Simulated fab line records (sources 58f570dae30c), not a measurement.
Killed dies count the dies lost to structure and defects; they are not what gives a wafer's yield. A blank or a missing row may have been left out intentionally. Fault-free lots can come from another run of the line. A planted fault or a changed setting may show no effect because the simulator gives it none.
Struck lot and sound lot, side by side + flow berkeley-cmos170 + 19 out of 331 route steps
Sound: wafers L777.1, L777.2, L777.3. Wafers struck: L786.1, L786.3, L786.6. Last of all comes the cause.
For every step that has rows: the tool of each side, followed by ch and its chambers, followed by its first start. Under that, the readings that differ: sound wafers + struck wafers + difference of the means + sigmas: that difference in standard deviations of wafers without a fault.
alike: a reading whose means differ by less than 2 such deviations, as well as words and numbers matching on both sides. not compared: withheld readings; readings where some wafer has no value; bounds like >300 that might hide an equal value; numbers whose values overlap and for which the record gives no deviation.
The two part at a step that has a row with sigmas, a row that says differs or no value, or rows on one side only. Numbers that don't overlap but have no deviation are shown without sigmas and don't part them. A reading missing from all wafers of one side parts the sides only when that side holds two or more wafers.

first, 2 steps without rows for these wafers: UCB170_PLDD_PEB_04; UCB170_PLDD_DEVELOP_05 (develop time 45 s).
UCB170_PLDD_CD_MEAS_06: the cd target is 1200 nm.
  sound on cd-sem-02 at day 8 18:22; struck on cd-sem-02 at day 10 06:38
  alike: cd-nm
UCB170_PLDD_OVL_MEAS_07:
  sound on overlay-01 at day 8 18:29; struck on overlay-01 at day 10 06:46
  alike: PLDD_OVL
then, 2 steps without rows for these wafers: UCB170_PLDD_IMPLANT_08; UCB170_PLDD_IMPLANT_09.
UCB170_PLDD_STRIP_10: strips in O2.
  sound on plasma-asher-02 ch 0,1, day 8 18:49; struck on plasma-asher-02 ch 0,1, day 10 07:06
  alike: drypump-motor-current-A, o2-flow-sccm, oes-product-au, strip-time-to-endpoint-s
  not compared: rf-hours-counter-h
UCB170_PLDD_TW_MEAS_11:
  sound on film-metro-01 at day 8 18:55; struck on film-metro-01 at day 10 07:12
  alike: PLDD_TW
then, 4 steps without rows for these wafers: UCB170_PLDD_CLEAN_12 (cleans in SPM, time 600 s); UCB170_NLDD_HMDS_00 (prime time 60 s); UCB170_NLDD_COAT_01 (resist thk 900 nm); UCB170_NLDD_SOFTBAKE_02 (time 60 s).
UCB170_NLDD_EXPOSE_03: exposes mask NSELECT, target cd 1200 nm.
  sound on krf-scanner-02 ch 0, day 8 19:49; struck on krf-scanner-01 ch 0, day 10 08:56
| reading                      | sound                | struck            | difference | sigmas |
|------------------------------|----------------------|-------------------|------------|--------|
| model.NLDD.overlay-x-nm (nm) | -4.622 -4.622 -4.622 | 177.8 177.8 177.8 | +182.4     |        |
  alike: mask
then, 2 steps without rows for these wafers: UCB170_NLDD_PEB_04; UCB170_NLDD_DEVELOP_05 (develop time 45 s).
UCB170_NLDD_CD_MEAS_06: the cd target is 1200 nm.
  sound on cd-sem-02 at day 8 20:59; struck on cd-sem-02 at day 10 09:53
  alike: cd-nm
UCB170_NLDD_OVL_MEAS_07:
  sound on overlay-01 at day 8 21:06; struck on overlay-02 at day 10 10:01
| reading       | sound    | struck      | difference | sigmas |
|---------------|----------|-------------|------------|--------|
| NLDD_OVL (nm) | -8 -3 -9 | 172 172 175 | +180       | +44    |
next, for these wafers, 1 step has no rows: UCB170_NLDD_IMPLANT_08.
UCB170_M3_PROBE_99:
  sound on prober-01 at day 10 10:32; struck on prober-02 at day 11 22:19
| reading                        | sound           | struck            | difference | sigmas |
|--------------------------------|-----------------|-------------------|------------|--------|
| model.etest.nldd.line-ohm-um   | 1266 1275 1250  | 1316 1293 1286    | +35        |        |
| model.etest.nldd.width-nm (nm) | 610.5 600.1 614 | 582.4 579.6 587.3 | -25.1      |        |

WHERE THEY PART
At UCB170_NLDD_OVL_MEAS_07 and nowhere else, as far as this record goes.

WHY: what the simulator had put in
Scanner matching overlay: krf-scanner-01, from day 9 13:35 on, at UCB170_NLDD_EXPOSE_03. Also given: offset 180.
